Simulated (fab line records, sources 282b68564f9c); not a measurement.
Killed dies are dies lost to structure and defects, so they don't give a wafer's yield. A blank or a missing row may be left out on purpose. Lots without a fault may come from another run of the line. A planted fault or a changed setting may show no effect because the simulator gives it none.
fab line records | flow rit_cmos
record lots=7 wafers=21 last_day=7
route steps=202 shown ACTIVE@1 FOX1@20 FOX2@23 M1@202
lots that met no fault: from a run of the same line without faults
start_h: hours from the record's first day to the start of the lot's first wafer shown | wait_h: hours since the lot's step before | " the same as in the row above | L1.1+2: a row that stands for several wafers | - no value, or no start given | * or withheld: withheld | < > ~ a bound
route shown NAME@n: a module of which the file shows steps, and the number in the route of the first | usual: mean/standard deviation of fault-free wafers | same: alike in all rows | chamber/n: place in a boat | sites: the reading at each site | _std_site: their standard deviation | _edge_site: outer sites' mean less inner sites' | radius_mm: how far each site lies from the wafer's centre | mask NAME#n: copy n | behind: the tool/chamber that last shaped the wafer | hold: why the lot was held/for how many hours/how that ended | device: the transistor (n, p or np) that didn't switch | end of line: the same wafers' tests at the end of the route | a step without rows: its recipe alone | killed: dies lost to structure and defects at the first sort, not the wafer's yield | map: a wafer's dies, x killed, . not, _ none there
set.NAME: the setting as run; set.NAME@STEP: as run at that earlier step | model.NAME: the simulator's own value behind a step, which no gauge read
lots at some steps of the route; a table a step, a row a wafer
services: from which hour (start_h, from the record's first day; less than 0 if before it) a tool's chamber was out of use, for how many hours, and why
## steps
# step RIT_ACTIVE_BOW_MEAS_00
# recipe mode=bow
# usual INCOMING_BOW=0/6.9
# columns lot.wafer tool chamber start_h wait_h INCOMING_BOW[um]
L815.1 film_metro-04 - 10.00 - -4
L815.3 " - " " 10
L815.5 " - " " -5
L822.2 film_metro-04 - 45.02 - 4
L822.5 " - " " -10
L822.6 " - " " -2
L823.3 film_metro-03 - 50.04 - -9
L823.5 " - " " -16
L823.6 " - " " -6
L824.3 film_metro-03 - 55.04 - 3
L824.5 " - " " -7
L824.6 " - " " 3
L826.3 film_metro-03 - 65.04 - -6
L826.5 " - " " -20
L826.6 " - " " 6
L831.1 film_metro-01 - 90.00 - -2
L831.3 " - " " 0
L831.6 " - " " 17
L837.1 film_metro-01 - 120.00 - -2
L837.2 " - " " 8
L837.6 " - " " 1
# step RIT_ACTIVE_OXIDATION_01
# recipe temp_c=1000 ambient=O2 target_thk_a=468 ox_time_s=3360
# usual spike_tc_centre_C=1002.7/2.4 spike_tc_source_C=1026.0/2.1 zone_power_centre_pct=48/4.1
# columns lot.wafer tool chamber start_h wait_h spike_tc_centre_C spike_tc_source_C zone_power_centre_pct model.SiO2_of_ACTIVE_OXIDATION_01.thk_nm
L815.1 furnace-04 0 11.03 1.0 1002.9 1027.1 47 47.5
L815.3 " 0 " " 1004.4 1030.5 48 47.5
L815.5 " 0 " " 1003.1 1029.1 47 48.09
L822.2 furnace-03 0 49.65 4.6 1006.1 1024.3 44 46.27
L822.5 " 0 " " 1006.4 1024.0 44 45.49
L822.6 " 0 " " 1003.5 1026.0 44 45.74
L823.3 furnace-03 0 53.14 3.1 987.5 1026.7 36 39.56
L823.5 " 0 " " 985.5 1022.8 36 39.92
L823.6 " 0 " " 986.0 1026.8 35 40.31
L824.3 furnace-03 0 56.39 1.3 985.6 1025.1 36 43.61
L824.5 " 0 " " 986.0 1025.4 36 43.01
L824.6 " 0 " " 984.8 1024.0 36 41.67
L826.3 furnace-03 0 65.12 0.1 984.3 1024.1 35 41.18
L826.5 " 0 " " 985.6 1024.2 35 41.45
L826.6 " 0 " " 986.2 1024.8 36 41.89
L831.1 furnace-01 0 92.30 2.3 999.6 1026.1 54 45.9
L831.3 " 0 " " 999.3 1025.0 53 45.88
L831.6 " 0 " " 1001.3 1025.3 54 46.53
L837.1 furnace-01 0 120.12 0.1 999.7 1023.0 53 46.54
L837.2 " 0 " " 999.7 1026.4 54 46.07
L837.6 " 0 " " 998.5 1024.2 54 46.39
# step RIT_ACTIVE_THK_MEAS_02
# recipe reads=SiO2_of_ACTIVE_OXIDATION_01
# usual ACTIVE_OXIDE_THK=46.1/0.74
# columns lot.wafer tool chamber start_h wait_h ACTIVE_OXIDE_THK[nm]
L815.1 film_metro-01 - 12.96 0.0 47.5
L815.3 " - " " 47.5
L815.5 " - " " 48.1
L822.2 film_metro-01 - 51.59 0.0 46.3
L822.5 " - " " 45.5
L822.6 " - " " 45.7
L823.3 film_metro-01 - 55.10 0.0 39.5
L823.5 " - " " 39.9
L823.6 " - " " 40.3
L824.3 film_metro-04 - 58.34 0.0 43.6
L824.5 " - " " 43.0
L824.6 " - " " 41.7
L826.3 film_metro-04 - 67.07 0.0 41.2
L826.5 " - " " 41.5
L826.6 " - " " 41.9
L831.1 film_metro-04 - 94.24 0.0 45.9
L831.3 " - " " 45.9
L831.6 " - " " 46.6
L837.1 film_metro-04 - 122.05 0.0 46.5
L837.2 " - " " 46.1
L837.6 " - " " 46.4
# step RIT_ACTIVE_CVD_03
# recipe material=Si3N4 target_thk_nm=150 temp_c=810 precursor=SiH2Cl2/NH3 time_s=1500 pressure_mtorr=300 sih2cl2_flow_sccm=62.25 nh3_flow_sccm=150
# step RIT_ACTIVE_THK_MEAS_04
# recipe reads=Si3N4_of_ACTIVE_CVD_03
# usual ACTIVE_NITRIDE_THK=151.4/1.6
# columns lot.wafer tool chamber start_h wait_h ACTIVE_NITRIDE_THK[nm]
L815.1 film_metro-03 - 14.46 0.0 148.1
L815.3 " - " " 148.3
L815.5 " - " " 148.2
L822.2 film_metro-01 - 53.07 0.0 152.8
L822.5 " - " " 152.7
L822.6 " - " " 154.9
L823.3 film_metro-04 - 56.57 0.0 152.1
L823.5 " - " " 150.9
L823.6 " - " " 152.2
L824.3 film_metro-04 - 60.53 0.0 151.9
L824.5 " - " " 151.3
L824.6 " - " " 150.2
L826.3 film_metro-04 - 68.98 0.0 154.8
L826.5 " - " " 153.3
L826.6 " - " " 153.0
L831.1 film_metro-04 - 95.71 0.0 149.4
L831.3 " - " " 150.6
L831.6 " - " " 150.1
L837.1 film_metro-04 - 123.53 0.0 150.6
L837.2 " - " " 151.8
L837.6 " - " " 151.5
# step RIT_ACTIVE_HMDS_05
# recipe prime_time_s=60 prime_temp_c=140
# step RIT_ACTIVE_COAT_06
# recipe resist=NOVOLAK spin_rpm=3250 resist_thk_nm=1000
# step RIT_ACTIVE_SOFTBAKE_07
# recipe resist=NOVOLAK temp_c=90 time_s=60
# step RIT_ACTIVE_EXPOSE_08
# recipe mask_id=M1 na=0.6 source_shape=conventional sigma_outer=0.6 target_cd_nm=1400 dose_mj=225
# step RIT_ACTIVE_PEB_09
# recipe resist=NOVOLAK temp_c=withheld time_s=withheld
# step RIT_ACTIVE_DEVELOP_10
# recipe resist=NOVOLAK develop_time_s=50 dev_temp_c=23
# step RIT_ACTIVE_CD_MEAS_11
# recipe target_cd_nm=1400
# usual cd_nm=1399.5/2.1
# columns lot.wafer tool chamber start_h wait_h cd_nm
L815.1 cd_sem-01 - 15.49 - 1396.7
L815.3 " - " " 1396.4
L815.5 " - " " 1396.8
L822.2 cd_sem-01 - 54.11 - 1401.6
L822.5 " - " " 1400.1
L822.6 " - " " 1402.9
L823.3 cd_sem-01 - 57.54 - 1395.4
L823.5 " - " " 1398.9
L823.6 " - " " 1394.6
L824.3 cd_sem-01 - 61.58 - 1397.0
L824.5 " - " " 1399.2
L824.6 " - " " 1399.6
L826.3 cd_sem-01 - 70.03 - 1398.5
L826.5 " - " " 1399.2
L826.6 " - " " 1397.9
L831.1 cd_sem-02 - 96.91 - 1396.7
L831.3 " - " " 1395.7
L831.6 " - " " 1396.7
L837.1 cd_sem-02 - 124.49 - 1397.9
L837.2 " - " " 1397.8
L837.6 " - " " 1399.8
# step RIT_ACTIVE_HARDBAKE_12
# recipe resist=NOVOLAK temp_c=140 time_s=60
# step RIT_ACTIVE_ETCH_13
# recipe stop_on=SiO2 chemistry=SF6 target=Si3N4 time_s=210 over_etch_frac=0.4 SF6_flow_sccm=200 pressure_mtorr=260 rf_w=125 target_depth_a=2100
# usual chamber_pressure_mTorr=259.99/0.24 drypump_motor_current_A=6.0/0.47 oes_product_au=0.824/0.013 rf_fwd_power_W=124.6/0.41 throttle_valve_pct=7.51/0.14
# columns lot.wafer tool chamber start_h wait_h chamber_pressure_mTorr drypump_motor_current_A oes_product_au rf_fwd_power_W rf_hours_counter_h throttle_valve_pct
L815.1 rie_diel-03 2 15.76 0.1 260.51 6.0 0.822 125.6 72 7.34
L815.3 " 0 " " 260.01 6.5 0.791 124.9 24 7.57
L815.5 " 0 " " 259.66 6.6 0.803 124.4 - 7.59
L822.2 rie_diel-04 3 54.36 0.1 259.83 6.1 0.825 124.9 14 7.42
L822.5 " 2 " " 260.30 5.2 0.828 124.8 - 7.28
L822.6 " 1 " " 260.00 5.9 0.836 124.8 - 7.54
L823.3 rie_diel-03 0 57.77 0.1 260.03 6.5 0.802 123.9 25 7.57
L823.5 " 2 " " 260.13 6.0 0.841 125.2 - 7.34
L823.6 " 1 " " 260.20 6.3 0.830 124.7 - 7.60
L824.3 rie_diel-04 1 61.81 0.1 260.11 5.9 0.829 124.3 3 7.52
L824.5 " 2 " " 260.12 5.2 0.824 124.6 - 7.27
L824.6 " 3 " " 260.06 6.1 0.817 124.5 - 7.42
L826.3 rie_diel-04 0 70.26 0.1 259.75 6.4 0.835 125.2 3 7.65
L826.5 " 3 " " 259.94 6.1 0.824 124.8 - 7.44
L826.6 " 2 " " 259.76 5.2 0.826 124.3 - 7.27
L831.1 rie_diel-04 3 97.18 0.1 260.13 6.1 0.811 124.4 15 7.42
L831.3 " 2 " " 259.72 5.2 0.822 124.4 96 7.27
L831.6 " 2 " " 260.10 5.2 0.815 124.6 - 7.27
L837.1 rie_diel-03 0 124.77 0.1 259.87 6.5 0.794 124.8 26 7.58
L837.2 " 1 " " 260.10 6.3 0.837 125.1 3 7.59
L837.6 " 1 " " 260.21 6.3 0.836 125.1 - 7.59
# step RIT_ACTIVE_STRIP_14
# recipe chemistry=O2 time_s=180 resist=NOVOLAK platen_temp_c=withheld power_w=500 pressure_mtorr=4000 o2_flow_sccm=4000
# usual chamber_pressure_mTorr=4001/3.7 drypump_motor_current_A=5.9/0.46
# columns lot.wafer tool chamber start_h wait_h chamber_pressure_mTorr drypump_motor_current_A rf_hours_counter_h
L815.1 plasma_asher-01 1 15.90 0.1 3994 6.4 33
L815.3 " 0 " " 3999 5.5 -
L815.5 " 0 " " 4002 5.5 -
L822.2 plasma_asher-01 1 54.49 0.1 4001 6.4 37
L822.5 " 1 " " 4007 6.4 -
L822.6 " 0 " " 3999 5.4 -
L823.3 plasma_asher-02 0 57.96 0.1 3995 5.7 -
L823.5 " 1 " " 4000 6.6 -
L823.6 " 0 " " 4000 5.7 -
L824.3 plasma_asher-01 1 62.01 0.1 4000 6.4 -
L824.5 " 1 " " 4002 6.4 -
L824.6 " 0 " " 4006 5.4 -
L826.3 plasma_asher-03 0 70.45 0.1 3995 5.5 -
L826.5 " 1 " " 4001 5.5 -
L826.6 " 0 " " 3999 5.5 -
L831.1 plasma_asher-02 0 97.31 0.1 4002 5.7 45
L831.3 " 0 " " 3999 5.7 -
L831.6 " 1 " " 3998 6.6 -
L837.1 plasma_asher-02 1 124.90 0.1 4002 6.6 49
L837.2 " 0 " " 3998 5.7 49
L837.6 " 1 " " 3997 6.5 -
# step RIT_ACTIVE_CD_MEAS_90
# recipe target_cd_nm=1400
# usual cd_nm=1399.5/2.1
# columns lot.wafer tool chamber start_h wait_h cd_nm
L815.1 cd_sem-02 - 16.07 0.1 1396.8
L815.3 " - " " 1396.5
L815.5 " - " " 1397.3
L822.2 cd_sem-02 - 54.69 0.1 1401.7
L822.5 " - " " 1400.1
L822.6 " - " " 1403.0
L823.3 cd_sem-02 - 58.12 0.1 1394.9
L823.5 " - " " 1398.9
L823.6 " - " " 1394.3
L824.3 cd_sem-02 - 62.16 0.1 1397.3
L824.5 " - " " 1399.2
L824.6 " - " " 1399.9
L826.3 cd_sem-02 - 70.61 0.1 1398.8
L826.5 " - " " 1399.6
L826.6 " - " " 1397.9
L831.1 cd_sem-02 - 97.49 0.1 1396.7
L831.3 " - " " 1395.8
L831.6 " - " " 1396.4
L837.1 cd_sem-02 - 125.08 0.1 1398.1
L837.2 " - " " 1397.3
L837.6 " - " " 1399.5
# step RIT_ACTIVE_CLEAN_15
# recipe chemistry=SC1 mix=3:3:50 time_s=600 temp_c=75
# step RIT_ACTIVE_CLEAN_16
# recipe chemistry=dHF dilution=50:1 time_s=30
# step RIT_ACTIVE_CLEAN_17
# recipe chemistry=SC2 mix=3:3:50 time_s=600 temp_c=75 dry=n2_spin
# step RIT_FOX1_OXIDATION_00
# recipe temp_c=1100 ambient=H2O target_thk_a=3507 p_h2o_torr=720 ox_time_s=1130
# step RIT_FOX1_THK_MEAS_01
# recipe reads=SiO2_of_FOX1_OXIDATION_00
# usual FOX1_OXIDE_THK=346/6.1
# columns lot.wafer tool chamber start_h wait_h FOX1_OXIDE_THK[nm]
L815.1 film_metro-02 - 19.07 0.0 350
L815.3 " - " " 352
L815.5 " - " " 349
L822.2 film_metro-03 - 59.65 0.0 343
L822.5 " - " " 352
L822.6 " - " " 347
L823.3 film_metro-03 - 61.53 0.0 356
L823.5 " - " " 353
L823.6 " - " " 358
L824.3 film_metro-04 - 64.78 0.0 356
L824.5 " - " " 350
L824.6 " - " " 344
L826.3 film_metro-02 - 75.69 0.0 357
L826.5 " - " " 353
L826.6 " - " " 356
L831.1 film_metro-03 - 99.29 0.0 347
L831.3 " - " " 347
L831.6 " - " " 342
L837.1 film_metro-03 - 128.02 0.0 336
L837.2 " - " " 334
L837.6 " - " " 335
# step RIT_FOX1_WET_ETCH_02
# recipe chemistry=BOE target_depth_nm=350 time_s=390 temp_c=21.5 dry=n2_spin dilution=10:1 target=SiO2
# step RIT_FOX2_OXIDATION_00
# recipe temp_c=1100 ambient=H2O target_thk_a=3507 p_h2o_torr=720 ox_time_s=1130
# step RIT_FOX2_THK_MEAS_01
# recipe reads=SiO2_of_FOX2_OXIDATION_00
# usual FOX2_OXIDE_THK=348/7.8
# columns lot.wafer tool chamber start_h wait_h FOX2_OXIDE_THK[nm]
L815.1 film_metro-02 - 20.56 0.0 343
L815.3 " - " " 344
L815.5 " - " " 347
L822.2 film_metro-02 - 62.78 0.0 354
L822.5 " - " " 352
L822.6 " - " " 349
L823.3 film_metro-01 - 64.60 0.0 351
L823.5 " - " " 349
L823.6 " - " " 356
L824.3 film_metro-01 - 66.28 0.0 362
L824.5 " - " " 365
L824.6 " - " " 365
L826.3 film_metro-04 - 79.19 0.0 352
L826.5 " - " " 347
L826.6 " - " " 346
L831.1 film_metro-04 - 100.78 0.0 341
L831.3 " - " " 336
L831.6 " - " " 342
L837.1 film_metro-04 - 129.51 0.0 350
L837.2 " - " " 351
L837.6 " - " " 349
# step RIT_FOX2_CLEAN_02
# recipe chemistry=dHF dilution=50:1 time_s=171.4
# step RIT_FOX2_WET_ETCH_03
# recipe chemistry=H3PO4 target=Si3N4 target_depth_nm=195 temp_c=165 time_s=2700
# columns lot.wafer tool chamber start_h wait_h model.SiO2_of_ACTIVE_OXIDATION_01.thk_nm
L815.1 wet_bench-03 2 20.68 0.0 42.25
L815.3 " 2 " " 42.27
L815.5 " 2 " " 42.81
L822.2 wet_bench-04 3 62.89 0.0 39.08
L822.5 " 3 " " 40.38
L822.6 " 3 " " 38.9
L823.3 wet_bench-03 1 64.70 0.0 35.21
L823.5 " 1 " " 35.49
L823.6 " 1 " " 35.88
L824.3 wet_bench-03 2 66.38 0.0 36.94
L824.5 " 2 " " 38.11
L824.6 " 2 " " 34.93
L826.3 wet_bench-04 1 79.28 0.0 36.72
L826.5 " 1 " " 34.85
L826.6 " 1 " " 37.18
L831.1 wet_bench-04 1 100.90 0.0 38.59
L831.3 " 1 " " 40.58
L831.6 " 1 " " 41.17
L837.1 wet_bench-04 2 129.63 0.0 41.39
L837.2 " 2 " " 40.95
L837.6 " 2 " " 41.28
# step RIT_FOX2_THK_MEAS_90
# recipe reads=SiO2_of_FOX2_OXIDATION_00
# usual FIELD_OXIDE_LEFT_1_THK=322/7.8
# columns lot.wafer tool chamber start_h wait_h FIELD_OXIDE_LEFT_1_THK[nm]
L815.1 film_metro-01 - 21.59 0.0 317
L815.3 " - " " 318
L815.5 " - " " 322
L822.2 film_metro-02 - 63.72 0.0 328
L822.5 " - " " 325
L822.6 " - " " 322
L823.3 film_metro-02 - 65.47 0.0 325
L823.5 " - " " 322
L823.6 " - " " 330
L824.3 film_metro-02 - 67.23 0.0 336
L824.5 " - " " 338
L824.6 " - " " 339
L826.3 film_metro-02 - 80.06 0.0 326
L826.5 " - " " 321
L826.6 " - " " 320
L831.1 film_metro-01 - 101.66 0.0 315
L831.3 " - " " 309
L831.6 " - " " 315
L837.1 film_metro-02 - 131.15 0.0 323
L837.2 " - " " 324
L837.6 " - " " 322
# step RIT_M1_PROBE_99
# usual killed_at_contacts=0.0/0.2 killed_at_front_end=6.8/3 killed_dies=6.9/3 killed_on_rim=1.9/1.5 killed_open=3.3/1.9 killed_short=3.6/1.9
# same gross_dies=264 killed_at_M0_to_M3=0 killed_at_M4_up=0 killed_at_back_side=0 killed_at_other=0
# columns lot.wafer tool chamber start_h wait_h killed_at_contacts killed_at_front_end killed_dies killed_on_rim killed_open killed_short
L815.1 prober-02 - 65.09 0.1 0 8 8 4 3 5
L815.3 prober-02 - 65.19 0.2 0 4 4 0 3 1
L815.5 prober-02 - 65.29 0.2 0 6 6 2 2 4
L823.3 prober-01 - 104.13 0.2 0 10 10 4 3 7
L823.5 prober-01 - 104.23 0.2 0 8 8 5 2 6
L823.6 prober-01 - 104.28 0.2 0 9 9 2 4 5
L822.2 prober-02 - 105.58 0.1 0 13 13 4 7 6
L822.5 prober-02 - 105.73 0.2 0 10 10 0 4 6
L822.6 prober-02 - 105.78 0.2 0 8 8 1 4 4
L824.3 prober-02 - 109.31 0.2 0 10 10 1 7 3
L824.5 prober-02 - 109.41 0.2 0 7 7 2 5 2
L824.6 prober-02 - 109.46 0.2 0 9 9 1 7 2
L826.3 prober-01 - 120.04 0.2 0 5 5 1 3 2
L826.5 prober-01 - 120.14 0.2 0 9 9 2 4 5
L826.6 prober-01 - 120.19 0.2 0 9 9 6 6 3
L831.1 prober-02 - 140.25 0.1 0 4 4 2 2 2
L831.3 prober-02 - 140.35 0.2 0 7 7 1 3 4
L831.6 prober-02 - 140.50 0.2 0 4 4 2 3 1
L837.1 prober-02 - 176.63 0.1 1 6 7 2 3 4
L837.2 prober-02 - 176.68 0.1 0 5 5 1 2 3
L837.6 prober-02 - 176.88 0.2 0 5 5 2 2 3
# killed by level:class
L815.1 GATE:geometric_particle:open=2 SPACER:geometric_particle:short=2 SILICIDE:geometric_particle:short=2 REOX:geometric_particle:short=1 REOX:geometric_particle:open=1
L815.3 SILICIDE:geometric_particle:open=2 GATE:geometric_particle:open=1 REOX:geometric_particle:short=1
L815.5 SILICIDE:geometric_particle:short=3 GATE:geometric_particle:open=1 REOX:geometric_particle:short=1 SILICIDE:geometric_particle:open=1
L823.3 SPACER:geometric_particle:short=3 FOX1:geometric_particle:short=2 FOX1:geometric_particle:open=1 FOX2:geometric_particle:open=1 GATE:geometric_particle:short=1 REOX:geometric_particle:open=1 REOX:geometric_particle:short=1
L823.5 GATE:geometric_particle:short=2 SPACER:geometric_particle:short=2 FOX2:geometric_particle:short=1 GATE:geometric_particle:open=1 REOX:geometric_particle:open=1 REOX:geometric_particle:short=1
L823.6 GATE:geometric_particle:short=4 GATE:geometric_particle:open=2 REOX:geometric_particle:open=2 REOX:geometric_particle:short=1
L822.2 SILICIDE:geometric_particle:short=4 SILICIDE:geometric_particle:open=3 GATE:geometric_particle:open=2 GATE:geometric_particle:short=2 FOX2:geometric_particle:open=1 REOX:geometric_particle:open=1
L822.5 SILICIDE:geometric_particle:short=3 REOX:geometric_particle:short=2 SILICIDE:geometric_particle:open=2 FOX2:geometric_particle:open=1 REOX:geometric_particle:open=1 SPACER:geometric_particle:short=1
L822.6 FOX1:geometric_particle:short=2 FOX1:geometric_particle:open=2 GATE:geometric_particle:open=1 REOX:geometric_particle:short=1 SILICIDE:geometric_particle:open=1 SILICIDE:geometric_particle:short=1
L824.3 REOX:geometric_particle:open=3 GATE:geometric_particle:short=2 FOX2:geometric_particle:open=1 GATE:geometric_particle:open=1 SPACER:geometric_particle:open=1 SPACER:geometric_particle:short=1 SILICIDE:geometric_particle:open=1
L824.5 FOX1:geometric_particle:open=2 GATE:geometric_particle:open=2 GATE:geometric_particle:short=1 REOX:geometric_particle:open=1 SILICIDE:geometric_particle:short=1
L824.6 GATE:geometric_particle:open=3 REOX:geometric_particle:open=3 FOX1:geometric_particle:short=1 GATE:geometric_particle:short=1 SILICIDE:geometric_particle:open=1
L826.3 GATE:geometric_particle:open=2 FOX1:geometric_particle:open=1 FOX1:geometric_particle:short=1 GATE:geometric_particle:short=1
L826.5 GATE:geometric_particle:short=4 FOX2:geometric_particle:open=2 GATE:geometric_particle:open=2 SPACER:geometric_particle:short=1
L826.6 GATE:geometric_particle:open=4 GATE:geometric_particle:short=2 FOX1:geometric_particle:open=1 FOX2:geometric_particle:short=1 SPACER:geometric_particle:open=1
L831.1 GATE:geometric_particle:open=1 GATE:geometric_particle:short=1 SPACER:geometric_particle:open=1 SILICIDE:geometric_particle:short=1
L831.3 REOX:geometric_particle:short=2 SPACER:geometric_particle:short=2 FOX1:geometric_particle:open=1 GATE:geometric_particle:open=1 SILICIDE:geometric_particle:open=1
L831.6 GATE:geometric_particle:open=3 SPACER:geometric_particle:short=1
L837.1 GATE:geometric_particle:open=2 FOX2:geometric_particle:short=1 GATE:geometric_particle:short=1 SPACER:geometric_particle:short=1 SILICIDE:geometric_particle:open=1 CONTACT:geometric_particle:short=1
L837.2 FOX1:geometric_particle:short=2 FOX1:geometric_particle:open=2 GATE:geometric_particle:short=1
L837.6 FOX1:geometric_particle:open=1 FOX1:geometric_particle:short=1 REOX:geometric_particle:short=1 REOX:geometric_particle:open=1 SPACER:geometric_particle:short=1
## services
# columns tool chamber start_h hours kind
rie_diel-04 2 -6.14 8.2 repair
furnace-04 - 2.91 3.8 pm
rie_diel-04 - 5.63 14.6 pm
furnace-01 - 11.55 1.4 repair
rie_diel-03 3 13.76 4.6 repair
plasma_asher-03 - 16.05 4.5 repair
furnace-03 - 43.44 3.8 pm
furnace-01 - 48.56 2.7 pm
plasma_asher-01 - 108.75 9.0 pm
plasma_asher-01 0 108.75 9.0 vent_cycle
plasma_asher-01 1 108.75 9.0 vent_cycle
furnace-03 - 112.27 1.0 pm
plasma_asher-01 0 117.75 - clean
plasma_asher-01 1 117.75 - clean
## key
first_sign step=RIT_ACTIVE_OXIDATION_01 reading=spike_tc_centre_C direction=down sigmas=7.1 usual=1002.7 struck=985.7
effect step=RIT_ACTIVE_OXIDATION_01 reading=zone_power_centre_pct direction=down sigmas=3.1 usual=48 struck=36
effect step=RIT_ACTIVE_THK_MEAS_02 reading=ACTIVE_OXIDE_THK direction=down sigmas=6.3 usual=46.1 struck=41.4
model_effect step=RIT_ACTIVE_OXIDATION_01 value=SiO2_of_ACTIVE_OXIDATION_01.thk_nm without=45.83 struck=41.4
model_effect step=RIT_FOX2_WET_ETCH_03 value=SiO2_of_ACTIVE_OXIDATION_01.thk_nm without=40.09 struck=36.15
met_at RIT_ACTIVE_OXIDATION_01
struck_wafers L823.3,L823.5,L823.6,L824.3,L824.5,L824.6,L826.3,L826.5,L826.6
tester_left_out L823,L824,L826
fault kind=process_parameter_drift tool=furnace-03 chamber=- onset_h=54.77 steps=RIT_ACTIVE_OXIDATION_01 channel=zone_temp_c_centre offset=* shape=step end_h=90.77
# tester_left_out: of these lots the tester's yield and bins aren't shown, on N5 and GAA mostly nor the transistor test; their killed dies are dies lost to structure and defects alone, not to doping, threshold or leakage, so they don't give the yield
